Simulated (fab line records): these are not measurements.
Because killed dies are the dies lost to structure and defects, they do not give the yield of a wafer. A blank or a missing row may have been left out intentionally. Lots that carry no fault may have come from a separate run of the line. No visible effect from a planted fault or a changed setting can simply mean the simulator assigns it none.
fab line records -- flow ritCmos
record: lots: 14, wafers: 42, lastDay: 8
route steps=202 shown CONTACT@179 M1@202
lots with no fault: from the same line, run without faults
startH: the number of hours between the record's first day and the start of the first shown wafer of the lot -- waitH: time in hours since the lot's previous step -- " unchanged from the row above -- L1.1+2: a row that stands for several wafers -- - no value, or no start was given -- * or withheld: withheld -- < > ~ a bound
route shown NAME@n: NAME is a module with steps in the file, n the number in the route of the first one -- usual: mean/standard deviation of fault-free wafers -- same: alike in all rows -- chamber/n: place in a boat -- sites: each site's reading -- _std_site: their standard deviation -- _edge_site: the outer-site mean with the inner-site mean subtracted -- radiusMm: how far each site lies from the wafer's centre -- mask NAME#n: copy n -- behind: the tool/chamber that last shaped the wafer -- hold: why the lot was held/for how many hours/how that ended -- device: which transistor (n, p or np) failed to switch -- end of line: the same wafers' tests at the end of the route -- step lacking rows: just its recipe -- killed: the dies lost at the first sort to structure and to defects; this is not the yield of the wafer -- map: per-die view of a wafer (x killed, . not killed, _ where there is no die)
set.NAME: setting as actually run; set.NAME@STEP: the setting as run at that earlier step -- model.NAME: the simulator's own value behind a step, which no gauge read
a sample of lots followed through the steps of the route, with each step as a table and each wafer as a row
services: a tool's chamber out of use, with start hour (startH, from the record's first day; less than 0 if before it), hours out, and reason
== steps ==
step: RIT_CONTACT_ETCH_11
recipe: targetDepthA: 4800, overEtchFrac: 0.2, stopOn: TiSi2, chemistry: CHF3/CF4/Ar, target: SiO2, CHF3_flow_sccm: 50, cf4FlowSccm: 10, Ar_flow_sccm: 100, O2_flow_sccm: 5, pressureMtorr: 100, rfW: 200, timeS: 320
usual: cf4FlowSccm: 10.00/0.031, drypumpMotorCurrentA: 5.9/0.43, oesProductAu: 0.991/0.021, rfFwdPowerW: 199.6/0.63, throttleValvePct: 8.83/0.15
same: overEtchFrac: 0.2
lot.wafer,tool,chamber,startH,waitH,cf4FlowSccm,drypumpMotorCurrentA,oesProductAu,rfFwdPowerW,rfHoursCounterH,throttleValvePct
L240.1,rieDiel-04,3,54.53,0.1,9.99,6.8,0.985,199.6,5,8.81
L240.2,rieDiel-04,1,54.53,0.1,10.04,5.7,0.963,198.9,159,8.83
L240.4,rieDiel-04,2,54.53,0.1,9.99,5.5,1.015,199.8,5,9.04
L241.3,rieDiel-03,0,63.84,0.1,9.98,5.5,0.970,199.4,86,8.55
L241.4,rieDiel-03,1,63.84,0.1,9.96,5.7,1.002,199.2,98,9.03
L241.6,rieDiel-03,3,63.84,0.1,10.04,5.6,1.014,199.1,-,8.74
L243.2,rieDiel-03,2,70.12,0.1,9.98,5.6,0.997,199.2,42,8.83
L243.4,rieDiel-03,0,70.12,0.1,9.98,5.5,0.976,199.0,86,8.56
L243.6,rieDiel-03,2,70.12,0.1,9.98,5.6,0.997,200.0,-,8.84
L244.1,rieDiel-03,3,77.46,0.1,9.95,5.5,1.008,199.6,103,8.75
L244.5,rieDiel-03,3,77.46,0.1,9.99,5.5,1.014,199.4,-,8.74
L244.6,rieDiel-03,2,77.46,0.1,10.03,5.6,0.994,199.9,-,8.84
L245.1,rieDiel-01,1,86.83,0.1,10.05,6.3,1.016,200.0,8,8.89
L245.5,rieDiel-01,1,86.83,0.1,10.02,6.3,1.011,200.0,-,8.89
L245.6,rieDiel-01,0,86.83,0.1,9.98,6.1,0.952,199.6,-,8.67
L246.3,rieDiel-04,0,89.34,0.1,9.97,6.2,0.994,199.9,8,8.93
L246.5,rieDiel-04,3,89.34,0.1,10.01,6.8,0.981,200.5,-,8.80
L246.6,rieDiel-04,0,89.34,0.1,9.99,6.2,0.989,199.9,-,8.95
L248.2,rieDiel-03,0,99.37,0.1,10.02,5.5,0.968,231.6,86,8.56
L248.4,rieDiel-03,0,99.37,0.1,9.98,5.5,0.981,231.9,-,8.56
L248.6,rieDiel-03,3,99.37,0.1,10.06,5.5,1.021,231.7,-,8.76
L249.1,rieDiel-03,3,103.51,0.1,9.95,5.5,1.011,231.6,104,8.75
L249.3,rieDiel-03,0,103.51,0.1,10.02,5.5,0.969,231.7,87,8.56
L249.6,rieDiel-03,0,103.51,0.1,10.02,5.5,0.982,231.4,-,8.56
L256.1,rieDiel-04,1,160.42,0.1,10.01,5.7,0.967,200.1,0,8.83
L256.3,rieDiel-04,2,160.42,0.1,10.05,5.5,1.018,198.5,7,9.05
L256.6,rieDiel-04,0,160.42,0.1,9.98,6.2,0.993,200.7,-,8.94
L257.2,rieDiel-01,3,161.80,0.1,10.03,5.6,0.951,200.4,142,8.92
L257.3,rieDiel-01,0,161.80,0.1,10.00,6.1,0.965,199.8,95,8.66
L257.5,rieDiel-01,3,161.80,0.1,10.01,5.6,0.960,199.8,-,8.91
L258.1,rieDiel-04,2,174.96,0.1,10.01,5.5,1.019,198.3,7,9.04
L258.4,rieDiel-04,0,174.96,0.1,9.99,6.2,0.992,199.2,10,8.94
L258.6,rieDiel-04,0,174.96,0.1,10.06,6.2,0.994,199.7,-,8.94
L260.2,rieDiel-01,1,175.57,0.1,10.02,6.3,1.005,199.0,9,8.91
L260.3,rieDiel-01,0,175.57,0.1,9.98,6.0,0.957,199.0,95,8.67
L260.6,rieDiel-01,1,175.57,0.1,10.00,6.3,1.022,199.8,-,8.89
L261.3,rieDiel-04,0,179.32,0.1,10.04,6.2,0.994,199.2,10,8.94
L261.4,rieDiel-04,3,179.32,0.1,9.94,6.8,0.984,199.6,8,8.80
L261.5,rieDiel-04,0,179.32,0.1,10.02,6.2,0.998,200.0,-,8.93
L263.1,rieDiel-04,1,188.68,0.1,9.99,5.6,0.957,201.0,1,8.82
L263.3,rieDiel-04,2,188.68,0.1,10.01,5.5,1.012,200.2,7,9.06
L263.4,rieDiel-04,3,188.68,0.1,10.03,6.8,0.983,200.2,8,8.79
step: RIT_M1_PROBE_99
usual: killed_at_M0_to_M3: 0.0/0.14, killedAtContacts: 0.1/0.3, killedAtFrontEnd: 7/3.1, killedDies: 7/3.1, killedOpen: 3.8/2.3, killedShort: 3.2/1.9
same: grossDies: 264, killed_at_M4_up: 0, killedAtBackSide: 0, killedAtOther: 0
lot.wafer,tool,chamber,startH,waitH,killed_at_M0_to_M3,killedAtContacts,killedAtFrontEnd,killedDies,killedOpen,killedShort
L240.1,prober-01,-,59.86,0.1,0,0,12,12,3,9
L240.2,prober-01,-,59.91,0.1,0,0,8,8,4,4
L240.4,prober-01,-,60.01,0.2,0,0,11,11,9,2
L241.3,prober-02,-,69.21,0.2,0,0,12,12,7,5
L241.4,prober-02,-,69.26,0.2,0,0,3,3,2,1
L241.6,prober-02,-,69.36,0.2,0,0,6,6,4,2
L243.2,prober-02,-,75.53,0.1,0,0,10,10,6,4
L243.4,prober-02,-,75.63,0.2,0,0,2,2,1,1
L243.6,prober-02,-,75.73,0.2,0,0,8,8,6,2
L244.1,prober-01,-,82.76,0.1,0,0,8,8,6,2
L244.5,prober-01,-,82.96,0.2,0,0,6,6,5,1
L244.6,prober-01,-,83.01,0.2,0,0,11,11,5,6
L245.1,prober-02,-,91.75,0.1,1,0,7,8,3,5
L245.5,prober-02,-,91.95,0.2,0,0,6,6,2,4
L245.6,prober-02,-,92.00,0.2,0,0,6,6,3,3
L246.3,prober-01,-,94.57,0.2,0,0,7,7,2,5
L246.5,prober-01,-,94.67,0.2,0,1,10,11,5,6
L246.6,prober-01,-,94.72,0.2,0,0,9,9,4,5
L248.2,prober-01,-,104.27,0.1,0,1,6,7,4,3
L248.4,prober-01,-,104.37,0.2,0,0,8,8,4,4
L248.6,prober-01,-,104.47,0.2,0,0,5,5,4,1
L249.1,prober-02,-,108.49,0.1,0,0,6,6,4,2
L249.3,prober-02,-,108.59,0.2,0,0,1,1,1,0
L249.6,prober-02,-,108.74,0.2,0,1,7,8,4,4
L256.1,prober-02,-,165.62,0.1,0,0,4,4,0,4
L256.3,prober-02,-,165.72,0.2,0,0,6,6,5,1
L256.6,prober-02,-,165.87,0.2,0,0,10,10,5,5
L257.2,prober-01,-,167.17,0.1,0,1,4,5,1,4
L257.3,prober-01,-,167.22,0.2,0,0,12,12,8,4
L257.5,prober-01,-,167.32,0.2,0,1,5,6,3,3
L258.1,prober-02,-,180.39,0.1,0,0,11,11,6,5
L258.4,prober-02,-,180.54,0.2,0,0,8,8,3,5
L258.6,prober-02,-,180.64,0.2,0,0,6,6,0,6
L260.2,prober-02,-,181.94,0.1,0,0,2,2,1,1
L260.3,prober-02,-,181.99,0.2,0,0,10,10,2,8
L260.6,prober-02,-,182.14,0.2,0,0,6,6,4,2
L261.3,prober-01,-,184.42,0.2,0,0,11,11,7,4
L261.4,prober-01,-,184.47,0.2,0,0,3,3,2,1
L261.5,prober-01,-,184.52,0.2,0,0,4,4,3,1
L263.1,prober-02,-,194.34,0.1,0,0,4,4,2,2
L263.3,prober-02,-,194.44,0.2,0,0,10,10,8,2
L263.4,prober-02,-,194.49,0.2,0,0,6,6,4,2
killed by level:class
L240.1 GATE:geometricParticle:short=6 FOX1:geometricParticle:short=2 FOX1:geometricParticle:open=1 GATE:geometricParticle:open=1 REOX:geometricParticle:short=1 SPACER:geometricParticle:open=1
L240.2 FOX1:geometricParticle:open=3 FOX1:geometricParticle:short=2 GATE:geometricParticle:short=2 SILICIDE:geometricParticle:open=1
L240.4 FOX1:geometricParticle:open=3 SPACER:geometricParticle:open=3 GATE:geometricParticle:open=3 GATE:geometricParticle:short=1 SILICIDE:geometricParticle:short=1
L241.3 FOX1:geometricParticle:open=3 SILICIDE:geometricParticle:open=3 FOX1:geometricParticle:short=2 GATE:geometricParticle:short=2 GATE:geometricParticle:open=1 REOX:geometricParticle:short=1
L241.4 FOX1:geometricParticle:open=1 GATE:geometricParticle:open=1 SILICIDE:geometricParticle:short=1
L241.6 GATE:geometricParticle:open=2 FOX1:geometricParticle:open=1 GATE:geometricParticle:short=1 SPACER:geometricParticle:short=1 SILICIDE:geometricParticle:open=1
L243.2 SILICIDE:geometricParticle:open=3 ACTIVE:geometricParticle:short=1 FOX1:geometricParticle:short=1 FOX1:geometricParticle:open=1 REOX:geometricParticle:open=1 REOX:geometricParticle:short=1 SPACER:geometricParticle:short=1 SPACER:geometricParticle:open=1
L243.4 FOX2:geometricParticle:open=1 REOX:geometricParticle:short=1
L243.6 GATE:geometricParticle:open=2 SPACER:geometricParticle:open=2 FOX1:geometricParticle:short=1 REOX:geometricParticle:open=1 SILICIDE:geometricParticle:open=1 SILICIDE:geometricParticle:short=1
L244.1 GATE:geometricParticle:open=3 GATE:geometricParticle:short=2 ACTIVE:geometricParticle:open=1 FOX1:geometricParticle:open=1 REOX:geometricParticle:open=1
L244.5 FOX1:geometricParticle:open=2 SILICIDE:geometricParticle:open=2 FOX1:geometricParticle:short=1 GATE:geometricParticle:open=1
L244.6 GATE:geometricParticle:short=4 GATE:geometricParticle:open=3 FOX2:geometricParticle:open=1 FOX2:geometricParticle:short=1 REOX:geometricParticle:open=1 SILICIDE:geometricParticle:short=1
L245.1 GATE:geometricParticle:short=2 FOX1:geometricParticle:open=1 FOX2:geometricParticle:short=1 FOX2:geometricParticle:open=1 REOX:geometricParticle:short=1 SILICIDE:geometricParticle:open=1 M1:geometricParticle:short=1
L245.5 GATE:geometricParticle:short=2 FOX1:geometricParticle:open=1 REOX:geometricParticle:short=1 SILICIDE:geometricParticle:short=1 SILICIDE:geometricParticle:open=1
L245.6 FOX1:geometricParticle:short=2 GATE:geometricParticle:open=2 SILICIDE:geometricParticle:short=1 SILICIDE:geometricParticle:open=1
L246.3 GATE:geometricParticle:short=5 GATE:geometricParticle:open=1 SILICIDE:geometricParticle:open=1
L246.5 FOX2:geometricParticle:open=3 GATE:geometricParticle:short=3 GATE:geometricParticle:open=1 REOX:geometricParticle:short=1 REOX:geometricParticle:open=1 SILICIDE:geometricParticle:short=1 CONTACT:geometricParticle:short=1
L246.6 GATE:geometricParticle:short=3 GATE:geometricParticle:open=2 REOX:geometricParticle:short=1 SPACER:geometricParticle:open=1 SILICIDE:geometricParticle:open=1 SILICIDE:geometricParticle:short=1
L248.2 FOX1:geometricParticle:short=2 GATE:geometricParticle:short=1 GATE:geometricParticle:open=1 SPACER:geometricParticle:open=1 SILICIDE:geometricParticle:open=1 CONTACT:geometricParticle:open=1
L248.4 GATE:geometricParticle:open=2 GATE:geometricParticle:short=2 SPACER:geometricParticle:open=2 FOX1:geometricParticle:short=1 SPACER:geometricParticle:short=1
L248.6 FOX2:geometricParticle:open=2 FOX2:geometricParticle:short=1 REOX:geometricParticle:open=1 SPACER:geometricParticle:open=1
L249.1 REOX:geometricParticle:short=2 FOX2:geometricParticle:open=1 GATE:geometricParticle:open=1 SPACER:geometricParticle:open=1 SILICIDE:geometricParticle:open=1
L249.3 GATE:geometricParticle:open=1
L249.6 SILICIDE:geometricParticle:short=2 FOX1:geometricParticle:open=1 FOX2:geometricParticle:short=1 GATE:geometricParticle:open=1 REOX:geometricParticle:short=1 SILICIDE:geometricParticle:open=1 CONTACT:geometricParticle:open=1
L256.1 SPACER:geometricParticle:short=2 FOX2:geometricParticle:short=1 GATE:geometricParticle:short=1
L256.3 FOX1:geometricParticle:open=2 GATE:geometricParticle:open=2 FOX2:geometricParticle:open=1 GATE:geometricParticle:short=1
L256.6 GATE:geometricParticle:short=4 GATE:geometricParticle:open=3 FOX2:geometricParticle:short=1 REOX:geometricParticle:open=1 SILICIDE:geometricParticle:open=1
L257.2 FOX1:geometricParticle:open=1 GATE:geometricParticle:short=1 REOX:geometricParticle:short=1 SPACER:geometricParticle:short=1 CONTACT:geometricParticle:short=1
L257.3 FOX2:geometricParticle:open=3 REOX:geometricParticle:short=2 SPACER:geometricParticle:open=2 FOX1:geometricParticle:open=1 FOX2:geometricParticle:short=1 GATE:geometricParticle:open=1 REOX:geometricParticle:open=1 SPACER:geometricParticle:short=1
L257.5 GATE:geometricParticle:short=2 FOX2:geometricParticle:open=1 GATE:geometricParticle:open=1 SPACER:geometricParticle:open=1 CONTACT:geometricParticle:short=1
L258.1 FOX1:geometricParticle:open=2 REOX:geometricParticle:open=2 FOX1:geometricParticle:short=1 FOX2:geometricParticle:short=1 REOX:geometricParticle:short=1 SPACER:geometricParticle:short=1 SPACER:geometricParticle:open=1 SILICIDE:geometricParticle:open=1
L258.4 REOX:geometricParticle:short=2 FOX1:geometricParticle:short=1 FOX2:geometricParticle:short=1 FOX2:geometricParticle:open=1 GATE:geometricParticle:open=1 REOX:geometricParticle:open=1 SILICIDE:geometricParticle:short=1
L258.6 FOX1:geometricParticle:short=2 FOX2:geometricParticle:short=1 GATE:geometricParticle:short=1 SPACER:geometricParticle:short=1 SILICIDE:geometricParticle:short=1
L260.2 GATE:geometricParticle:short=1 REOX:geometricParticle:open=1
L260.3 GATE:geometricParticle:short=3 GATE:geometricParticle:open=2 REOX:geometricParticle:short=2 FOX2:geometricParticle:short=1 SPACER:geometricParticle:short=1 SILICIDE:geometricParticle:short=1
L260.6 FOX1:geometricParticle:open=2 GATE:geometricParticle:open=1 REOX:geometricParticle:short=1 REOX:geometricParticle:open=1 SPACER:geometricParticle:short=1
L261.3 SILICIDE:geometricParticle:open=4 GATE:geometricParticle:short=2 SILICIDE:geometricParticle:short=2 FOX2:geometricParticle:open=1 REOX:geometricParticle:open=1 SPACER:geometricParticle:open=1
L261.4 FOX2:geometricParticle:open=1 REOX:geometricParticle:short=1 REOX:geometricParticle:open=1
L261.5 FOX2:geometricParticle:open=1 GATE:geometricParticle:open=1 REOX:geometricParticle:short=1 REOX:geometricParticle:open=1
L263.1 GATE:geometricParticle:short=1 GATE:geometricParticle:open=1 REOX:geometricParticle:open=1 SPACER:geometricParticle:short=1
L263.3 GATE:geometricParticle:open=3 GATE:geometricParticle:short=2 REOX:geometricParticle:open=2 FOX1:geometricParticle:open=1 FOX2:geometricParticle:open=1 SPACER:geometricParticle:open=1
L263.4 SPACER:geometricParticle:open=2 SPACER:geometricParticle:short=2 FOX1:geometricParticle:open=1 REOX:geometricParticle:open=1
== services ==
tool,chamber,startH,hours,kind
rieDiel-01,3,92.26,14.8,repair
rieDiel-03,2,97.27,7.3,repair
rieDiel-04,1,107.48,-,clean
rieDiel-04,1,107.48,25.6,scheduledDown
rieDiel-04,1,107.48,25.6,ventCycle
rieDiel-04,2,144.64,3.8,repair
rieDiel-04,-,148.14,0.9,repair
rieDiel-01,-,149.47,1.2,repair
rieDiel-04,3,157.77,2.6,repair
rieDiel-03,2,168.89,3.0,repair
rieDiel-01,3,183.25,-,clean
== key ==
firstSign: step: RIT_CONTACT_ETCH_11, reading: rfFwdPowerW, direction: up, sigmas: 50, usual: 199.6, struck: 231.7
effect none on later readings
metAt RIT_CONTACT_ETCH_11
struckLots L248,L249
testerLeftOut L248,L249
onsetBetween 77.46 99.37
fault: kind: processParameterDrift, tool: rieDiel-03, chamber: -, onsetH: 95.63, steps: RIT_CONTACT_ETCH_11, channel: rfW, offset: 32, shape: step, endH: 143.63, actsIn: theseRecipesOnly, stated: 200
testerLeftOut: of these lots the tester's yield and bins aren't shown, on N5 and GAA mostly nor the transistor test; their killed dies are dies lost to structure and defects alone, not to doping, threshold or leakage, so they don't give the yield
